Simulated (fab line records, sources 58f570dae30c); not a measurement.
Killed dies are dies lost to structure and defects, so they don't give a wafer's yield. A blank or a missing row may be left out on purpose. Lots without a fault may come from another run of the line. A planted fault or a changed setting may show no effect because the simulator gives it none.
Which tool did it? | flow berkeley_cmos170 | 13 lots, 39 wafers sampled, at 6 steps of a route of 331

WHAT THE GAUGES READ, wafer by wafer
UCB170_PFIELD_TW_MEAS_09.
lot  | measured    | on            | PFIELD_TW
L375 | day 4 22:18 | film_metro-04 | 590 588 586
L377 | day 4 23:13 | film_metro-01 | 591 594 594
L379 | day 5 17:13 | film_metro-01 | 593 594 591
L385 | day 7 04:36 | film_metro-03 | 602 604 603
L386 | day 7 12:07 | film_metro-01 | 595 594 594
L388 | day 7 22:08 | film_metro-01 | 598 600 594
L390 | day 8 09:21 | film_metro-01 | 597 594 594
L391 | day 8 15:11 | film_metro-01 | 599 596 597
L393 | day 9 06:32 | film_metro-04 | 592 589 592
L392 | day 9 06:41 | film_metro-03 | 595 597 597
L394 | day 9 13:37 | film_metro-04 | 591 589 590
L395 | day 9 13:46 | film_metro-04 | 590 589 588
L396 | day 9 14:39 | film_metro-01 | 596 595 593

UCB170_GATE_THK_MEAS_05.
lot  | measured     | on            | GATE_POLY_THK (nm)
L375 | day 7 13:11  | film_metro-04 | 214.5 214.2 214.8
L377 | day 7 13:06  | film_metro-02 | 214.2 213.8 212.9
L379 | day 8 02:29  | film_metro-01 | 214.7 215.2 212.6
L385 | day 9 12:11  | film_metro-02 | 212.2 212.5 212.5
L386 | day 9 22:11  | film_metro-02 | 214.6 213.1 211.3
L388 | day 10 05:55 | film_metro-01 | 215.4 213.5 214.4
L390 | day 10 17:59 | film_metro-01 | 214.1 212.3 213.5
L391 | day 10 17:59 | film_metro-02 | 216.1 216.8 216.5
L393 | day 11 10:05 | film_metro-02 | 213.8 216.4 216.1
L392 | day 11 10:05 | film_metro-04 | 215.2 212.3 214.8
L394 | day 11 18:20 | film_metro-04 | 214.1 215.7 216.7
L395 | day 11 18:20 | film_metro-02 | 215.1 215.1 214.1
L396 | day 11 18:20 | film_metro-01 | 212.1 214.9 214.4

UCB170_NLDD_CD_MEAS_06: target cd 1200 nm.
lot  | measured     | on        | cd_nm (nm)
L375 | day 7 19:04  | cd_sem-01 | 1200.0 1202.0 1201.2
L377 | day 7 18:31  | cd_sem-01 | 1200.7 1201.2 1201.3
L379 | day 8 07:05  | cd_sem-02 | - - -
L385 | day 9 17:33  | cd_sem-02 | 1200.8 1201.5 1200.3
L386 | day 10 02:30 | cd_sem-01 | 1201.8 1201.5 1201.1
L388 | day 10 10:45 | cd_sem-01 | 1199.9 1200.0 1200.6
L390 | day 11 00:48 | cd_sem-02 | 1199.7 1199.4 1201.3
L391 | day 11 01:04 | cd_sem-02 | 1198.3 1199.5 1199.8
L393 | day 11 15:19 | cd_sem-02 | 1199.6 1201.7 1201.1
L392 | day 11 14:43 | cd_sem-02 | 1200.8 1199.3 1199.9
L394 | day 12 00:53 | cd_sem-02 | 1199.9 1199.0 1198.6
L395 | day 12 00:09 | cd_sem-02 | 1197.2 1197.9 1198.5
L396 | day 12 02:00 | cd_sem-02 | 1202.0 1201.0 1201.7

UCB170_NLDD_TW_MEAS_11.
lot  | measured     | on            | NLDD_TW
L375 | day 7 19:35  | film_metro-04 | 2195 2180 2178
L377 | day 7 19:04  | film_metro-03 | 2226 2231 2223
L379 | day 8 07:38  | film_metro-04 | 30 29 30
L385 | day 9 18:06  | film_metro-03 | 2203 2210 2199
L386 | day 10 03:03 | film_metro-04 | 2181 2189 2199
L388 | day 10 11:18 | film_metro-02 | 2220 2222 2214
L390 | day 11 01:20 | film_metro-02 | 2209 2221 2218
L391 | day 11 01:37 | film_metro-02 | 2219 2218 2210
L393 | day 11 15:52 | film_metro-02 | 2222 2221 2204
L392 | day 11 15:16 | film_metro-02 | 2219 2219 2217
L394 | day 12 01:26 | film_metro-04 | 2187 2187 2188
L395 | day 12 00:43 | film_metro-04 | 2191 2174 2188
L396 | day 12 02:33 | film_metro-02 | 2215 2217 2216

WHICH TOOL RAN EACH LOT (tool, then ch and the chambers of the sampled wafers, then the start)
lot  | UCB170_PLDD_STRIP_10                 | UCB170_NLDD_EXPOSE_03
L375 | plasma_asher-01 ch 0,1, day 7 17:31  | krf_scanner-02 ch 0, day 7 18:40
L377 | plasma_asher-04 ch 0,1, day 7 17:10  | krf_scanner-02 ch 0, day 7 18:04
L379 | plasma_asher-04 ch 0,1, day 8 05:53  | krf_scanner-02 ch 0, day 8 06:41
L385 | plasma_asher-02 ch 0,1, day 9 16:22  | krf_scanner-02 ch 0, day 9 17:10
L386 | plasma_asher-02 ch 0,1, day 10 01:19 | krf_scanner-01 ch 0, day 10 02:07
L388 | plasma_asher-02 ch 0,1, day 10 09:25 | krf_scanner-02 ch 0, day 10 10:22
L390 | plasma_asher-01 ch 0,1, day 10 22:11 | krf_scanner-02 ch 0, day 10 23:57
L391 | plasma_asher-04 ch 0,1, day 10 22:47 | krf_scanner-02 ch 0, day 11 00:17
L393 | plasma_asher-04 ch 0,1, day 11 13:39 | krf_scanner-02 ch 0, day 11 14:56
L392 | plasma_asher-02 ch 0,1, day 11 13:08 | krf_scanner-01 ch 0, day 11 14:08
L394 | plasma_asher-04 ch 0,1, day 11 22:50 | krf_scanner-01 ch 0, day 11 23:55
L395 | plasma_asher-02 ch 0,1, day 11 22:43 | krf_scanner-02 ch 0, day 11 23:36
L396 | plasma_asher-04 ch 0,1, day 11 23:31 | krf_scanner-01 ch 0, day 12 01:00
- UCB170_PLDD_STRIP_10: strips in O2.
- UCB170_NLDD_EXPOSE_03: exposes mask NSELECT, target cd 1200 nm.

WHAT THE TOOLS THEMSELVES READ (means of the sampled wafers that have a number; where no wafer has one, the mark that the record gives instead)
UCB170_PLDD_STRIP_10.
lot  | tool            | drypump_motor_current_A (A) | oes_product_au (a.u.) | strip_time_to_endpoint_s (s)
L375 | plasma_asher-01 | 6.3                         | 0.736                 | 21.56
L377 | plasma_asher-04 | 5.7                         | 0.732                 | 21.61
L379 | plasma_asher-04 | 5.7                         | 0.736                 | 21.69
L385 | plasma_asher-02 | 5.8                         | 0.735                 | 21.74
L386 | plasma_asher-02 | 5.8                         | 0.733                 | 21.58
L388 | plasma_asher-02 | 6.0                         | 0.731                 | 21.66
L390 | plasma_asher-01 | 6.3                         | 0.732                 | 21.57
L391 | plasma_asher-04 | 5.7                         | 0.737                 | 21.63
L393 | plasma_asher-04 | 5.7                         | 0.735                 | 21.66
L392 | plasma_asher-02 | 5.9                         | 0.733                 | 21.56
L394 | plasma_asher-04 | 5.4                         | 0.734                 | 21.63
L395 | plasma_asher-02 | 5.9                         | 0.737                 | 21.60
L396 | plasma_asher-04 | 5.7                         | 0.735                 | 21.52

UCB170_NLDD_EXPOSE_03.
lot  | tool           | focus_offset_nm (nm)
L375 | krf_scanner-02 | 0.4
L377 | krf_scanner-02 | 0.1
L379 | krf_scanner-02 | -0.2
L385 | krf_scanner-02 | -0.3
L386 | krf_scanner-01 | 0.3
L388 | krf_scanner-02 | 0.2
L390 | krf_scanner-02 | -0.6
L391 | krf_scanner-02 | -0.4
L393 | krf_scanner-02 | -0.8
L392 | krf_scanner-01 | -0.1
L394 | krf_scanner-01 | 0.3
L395 | krf_scanner-02 | 0.3
L396 | krf_scanner-01 | -0.8

THE ANSWER, worked out from the rows above alone
Rule: what is usual is taken from the lots themselves. Put in order of their means at a reading, lots are off if they are a third of the lots or fewer, leave a main group of 4 or more, and stand apart from it by a gap of 3 or more times the standard deviation of the main group's means; of several such gaps the widest counts. A main group whose means are all the same, to the digits that the tables above print for the reading, isn't used. A lot without any number at a reading at which 4 lots or more have one is off too. The other lots that the step has rows for count as sound. The gauges are gone through in route order, then the tools' own readings, and for those a lot's mean is taken as printed above. The first step at which some lot is off is used, and at that step the reading that is off furthest; a lot without a number counts as furthest.
Off: L379, at UCB170_NLDD_CD_MEAS_06 (cd_nm). Without a number there: L379. The main group: mean 1200.3 nm, standard deviation 1.1.
A tool fits if, at a process step before that reading, it ran every lot that is off, and no sound lot after the first of them. The gauges at UCB170_NLDD_CD_MEAS_06 aren't tried: what is off there is off at UCB170_NLDD_TW_MEAS_11 too, on other tools, and a gauge's error can't cause that. None of those tried fits.

WHAT THE SIMULATOR HAD PUT IN
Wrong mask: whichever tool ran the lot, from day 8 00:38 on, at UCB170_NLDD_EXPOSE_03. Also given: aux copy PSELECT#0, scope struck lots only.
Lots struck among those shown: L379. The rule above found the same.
